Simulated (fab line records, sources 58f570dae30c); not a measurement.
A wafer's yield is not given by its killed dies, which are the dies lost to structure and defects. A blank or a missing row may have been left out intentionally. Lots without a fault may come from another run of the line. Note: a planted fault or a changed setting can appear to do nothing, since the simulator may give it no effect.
Which of the tools did it? :: flow berkeley_cmos170 :: 14 lots, 42 wafers sampled, at 4 steps of a route of 331

WHAT EACH GAUGE READ, for each wafer
UCB170_FIELD_THK_MEAS_90.
lot: L411
measured: day 5 06:14
on: film_metro-01
FIELD_OXIDE_LEFT_1_THK (nm): 435 440 445

lot: L412
measured: day 5 06:14
on: film_metro-02
FIELD_OXIDE_LEFT_1_THK (nm): 438 448 433

lot: L413
measured: day 5 17:21
on: film_metro-04
FIELD_OXIDE_LEFT_1_THK (nm): 442 434 440

lot: L416
measured: day 5 17:17
on: film_metro-04
FIELD_OXIDE_LEFT_1_THK (nm): 435 441 436

lot: L417
measured: day 6 13:28
on: film_metro-04
FIELD_OXIDE_LEFT_1_THK (nm): 427 437 430

lot: L418
measured: day 6 13:28
on: film_metro-02
FIELD_OXIDE_LEFT_1_THK (nm): 433 431 441

lot: L420
measured: day 6 13:28
on: film_metro-01
FIELD_OXIDE_LEFT_1_THK (nm): 430 438 434

lot: L419
measured: day 6 13:32
on: film_metro-02
FIELD_OXIDE_LEFT_1_THK (nm): 454 453 443

lot: L426
measured: day 8 07:33
on: film_metro-01
FIELD_OXIDE_LEFT_1_THK (nm): 431 442 438

lot: L428
measured: day 8 07:37
on: film_metro-01
FIELD_OXIDE_LEFT_1_THK (nm): 442 444 445

lot: L432
measured: day 9 16:25
on: film_metro-01
FIELD_OXIDE_LEFT_1_THK (nm): 427 422 428

lot: L433
measured: day 10 00:08
on: film_metro-01
FIELD_OXIDE_LEFT_1_THK (nm): 447 449 445

UCB170_FIELD_THK_MEAS_91.
lot: L411
measured: day 6 00:46
on: film_metro-01
FIELD_OXIDE_LEFT_2_THK (nm): 347 352 358

lot: L412
measured: day 6 01:16
on: film_metro-04
FIELD_OXIDE_LEFT_2_THK (nm): 351 360 345

lot: L413
measured: day 6 14:25
on: film_metro-04
FIELD_OXIDE_LEFT_2_THK (nm): 355 346 352

lot: L416
measured: day 6 14:18
on: film_metro-02
FIELD_OXIDE_LEFT_2_THK (nm): 346 352 348

lot: L417
measured: day 7 11:58
on: film_metro-04
FIELD_OXIDE_LEFT_2_THK (nm): 339 349 342

lot: L418
measured: day 7 12:14
on: film_metro-02
FIELD_OXIDE_LEFT_2_THK (nm): 345 343 353

lot: L420
measured: day 7 11:10
on: film_metro-02
FIELD_OXIDE_LEFT_2_THK (nm): 342 350 346

lot: L419
measured: day 7 12:29
on: film_metro-02
FIELD_OXIDE_LEFT_2_THK (nm): 365 364 353

lot: L426
measured: day 9 02:06
on: film_metro-02
FIELD_OXIDE_LEFT_2_THK (nm): 343 352 350

lot: L428
measured: day 9 02:23
on: film_metro-02
FIELD_OXIDE_LEFT_2_THK (nm): 355 357 358

lot: L432
measured: day 10 08:53
on: film_metro-04
FIELD_OXIDE_LEFT_2_THK (nm): 339 334 339

lot: L433
measured: day 10 15:50
on: film_metro-01
FIELD_OXIDE_LEFT_2_THK (nm): 359 360 357

WHAT TOOL EACH LOT RAN ON (gives the tool, then ch and the chambers of the sampled wafers, and finally the start)
lot: L411
UCB170_NWELL_STRIP_15: plasma_asher-02 ch 0,1, day 2 09:56
UCB170_NWELL_WET_ETCH_18: wet_bench-02 ch 0, day 2 11:33

lot: L412
UCB170_NWELL_STRIP_15: plasma_asher-03 ch 0,1, day 2 15:03
UCB170_NWELL_WET_ETCH_18: wet_bench-01 ch 0, day 2 18:08

lot: L413
UCB170_NWELL_STRIP_15: plasma_asher-03 ch 0,1, day 2 18:32
UCB170_NWELL_WET_ETCH_18: wet_bench-02 ch 1, day 2 21:00

lot: L416
UCB170_NWELL_STRIP_15: plasma_asher-01 ch 0,1, day 3 03:25
UCB170_NWELL_WET_ETCH_18: wet_bench-01 ch 3, day 3 04:02

lot: L417
UCB170_NWELL_STRIP_15: plasma_asher-02 ch 0,1, day 3 12:56
UCB170_NWELL_WET_ETCH_18: wet_bench-03 ch 1, day 3 14:11

lot: L418
UCB170_NWELL_STRIP_15: plasma_asher-02 ch 0,1, day 3 18:45
UCB170_NWELL_WET_ETCH_18: wet_bench-01 ch 3, day 3 21:04

lot: L420
UCB170_NWELL_STRIP_15: plasma_asher-01 ch 0,1, day 4 00:35
UCB170_NWELL_WET_ETCH_18: wet_bench-01 ch 1, day 4 01:27

lot: L419
UCB170_NWELL_STRIP_15: plasma_asher-01 ch 0,1, day 4 00:52
UCB170_NWELL_WET_ETCH_18: wet_bench-01 ch 2, day 4 01:27

lot: L422
UCB170_NWELL_STRIP_15: plasma_asher-03 ch 0,1, day 4 15:43
UCB170_NWELL_WET_ETCH_18: wet_bench-03 ch 1, day 4 16:04

lot: L423
UCB170_NWELL_STRIP_15: plasma_asher-02 ch 0,1, day 4 20:38
UCB170_NWELL_WET_ETCH_18: wet_bench-02 ch 2, day 4 21:00

lot: L426
UCB170_NWELL_STRIP_15: plasma_asher-01 ch 0,1, day 5 12:58
UCB170_NWELL_WET_ETCH_18: wet_bench-03 ch 2, day 5 13:31

lot: L428
UCB170_NWELL_STRIP_15: plasma_asher-02 ch 1, day 5 20:10
UCB170_NWELL_WET_ETCH_18: wet_bench-02 ch 0, day 5 20:31

lot: L432
UCB170_NWELL_STRIP_15: plasma_asher-03 ch 0,1, day 6 23:56
UCB170_NWELL_WET_ETCH_18: wet_bench-02 ch 0, day 7 00:17

lot: L433
UCB170_NWELL_STRIP_15: plasma_asher-01 ch 0,1, day 7 00:11
UCB170_NWELL_WET_ETCH_18: wet_bench-01 ch 1, day 7 04:19
- UCB170_NWELL_STRIP_15: strips in O2.
- UCB170_NWELL_WET_ETCH_18: etches Si3N4 in H3PO4, time 14400 s.

WHAT THE TOOLS THEMSELVES READ (means of the sampled wafers that have a number; where no wafer has one, the mark that the record gives instead)
UCB170_NWELL_STRIP_15.
lot: L411
tool: plasma_asher-02
drypump_motor_current_A (A): 5.6
oes_product_au (a.u.): 0.721
strip_time_to_endpoint_s (s): 18.01

lot: L412
tool: plasma_asher-03
drypump_motor_current_A (A): 5.8
oes_product_au (a.u.): 0.718
strip_time_to_endpoint_s (s): 18.07

lot: L413
tool: plasma_asher-03
drypump_motor_current_A (A): 6.1
oes_product_au (a.u.): 0.725
strip_time_to_endpoint_s (s): 18.01

lot: L416
tool: plasma_asher-01
drypump_motor_current_A (A): 5.3
oes_product_au (a.u.): 0.723
strip_time_to_endpoint_s (s): 17.94

lot: L417
tool: plasma_asher-02
drypump_motor_current_A (A): 5.6
oes_product_au (a.u.): 0.716
strip_time_to_endpoint_s (s): 18.04

lot: L418
tool: plasma_asher-02
drypump_motor_current_A (A): 5.6
oes_product_au (a.u.): 0.723
strip_time_to_endpoint_s (s): 18.12

lot: L420
tool: plasma_asher-01
drypump_motor_current_A (A): 5.6
oes_product_au (a.u.): 0.720
strip_time_to_endpoint_s (s): 18.12

lot: L419
tool: plasma_asher-01
drypump_motor_current_A (A): 5.3
oes_product_au (a.u.): 0.719
strip_time_to_endpoint_s (s): 18.15

lot: L422
tool: plasma_asher-03
drypump_motor_current_A (A): 5.8
oes_product_au (a.u.): 0.718
strip_time_to_endpoint_s (s): 18.09

lot: L423
tool: plasma_asher-02
drypump_motor_current_A (A): 5.6
oes_product_au (a.u.): 0.721
strip_time_to_endpoint_s (s): 18.07

lot: L426
tool: plasma_asher-01
drypump_motor_current_A (A): 5.4
oes_product_au (a.u.): 0.720
strip_time_to_endpoint_s (s): 18.04

lot: L428
tool: plasma_asher-02
drypump_motor_current_A (A): 6.0
oes_product_au (a.u.): 0.721
strip_time_to_endpoint_s (s): 17.92

lot: L432
tool: plasma_asher-03
drypump_motor_current_A (A): 6.1
oes_product_au (a.u.): 0.716
strip_time_to_endpoint_s (s): 18.19

lot: L433
tool: plasma_asher-01
drypump_motor_current_A (A): 5.3
oes_product_au (a.u.): 0.724
strip_time_to_endpoint_s (s): 18.06

UCB170_NWELL_WET_ETCH_18.
lot: L411
tool: wet_bench-02
bath_guard_temp_C (C): 158.9
bath_heat_duty_pct (%): 27

lot: L412
tool: wet_bench-01
bath_guard_temp_C (C): 159.5
bath_heat_duty_pct (%): 26

lot: L413
tool: wet_bench-02
bath_guard_temp_C (C): 160.7
bath_heat_duty_pct (%): 23

lot: L416
tool: wet_bench-01
bath_guard_temp_C (C): 159.9
bath_heat_duty_pct (%): 30

lot: L417
tool: wet_bench-03
bath_guard_temp_C (C): 160.0
bath_heat_duty_pct (%): 27

lot: L418
tool: wet_bench-01
bath_guard_temp_C (C): 160.0
bath_heat_duty_pct (%): 31

lot: L420
tool: wet_bench-01
bath_guard_temp_C (C): 160.3
bath_heat_duty_pct (%): 24

lot: L419
tool: wet_bench-01
bath_guard_temp_C (C): 159.9
bath_heat_duty_pct (%): 27

lot: L422
tool: wet_bench-03
bath_guard_temp_C (C): -
bath_heat_duty_pct (%): -

lot: L423
tool: wet_bench-02
bath_guard_temp_C (C): -
bath_heat_duty_pct (%): -

lot: L426
tool: wet_bench-03
bath_guard_temp_C (C): 160.3
bath_heat_duty_pct (%): 22

lot: L428
tool: wet_bench-02
bath_guard_temp_C (C): 158.9
bath_heat_duty_pct (%): 27

lot: L432
tool: wet_bench-02
bath_guard_temp_C (C): 159.0
bath_heat_duty_pct (%): 27

lot: L433
tool: wet_bench-01
bath_guard_temp_C (C): 160.1
bath_heat_duty_pct (%): 25

THE ANSWER, worked out from the rows above alone
Rule: the usual values come from the lots themselves. The widest of any qualifying gaps counts: lots, ordered by their means at a reading, are off when they make up no more than a third of the lots, leave a main group of 4 or more, and stand apart from it by 3 or more times the standard deviation of that group's means. Not used: any main group whose means are identical at the precision the tables above print for the reading. Also off: a lot with no number at a reading for which 4 or more lots have one. The other lots that the step has rows for count as sound. After the gauges, taken in route order, come the tools' own readings; for these a lot's mean is taken, as printed above. The first step at which some lot is off is used, and at that step the reading that is off furthest; a lot without a number counts as furthest.
Off at UCB170_NWELL_WET_ETCH_18 (bath_guard_temp_C): L422, L423. Without a number there: L422, L423. The main group: mean 159.8 C, standard deviation 0.57.
If a tool, at that step or one of the process steps before it, ran each lot that is off and ran no sound lot following the first of them, it fits. Not one of the candidates tried fits.

WHAT WAS PUT IN BY THE SIMULATOR
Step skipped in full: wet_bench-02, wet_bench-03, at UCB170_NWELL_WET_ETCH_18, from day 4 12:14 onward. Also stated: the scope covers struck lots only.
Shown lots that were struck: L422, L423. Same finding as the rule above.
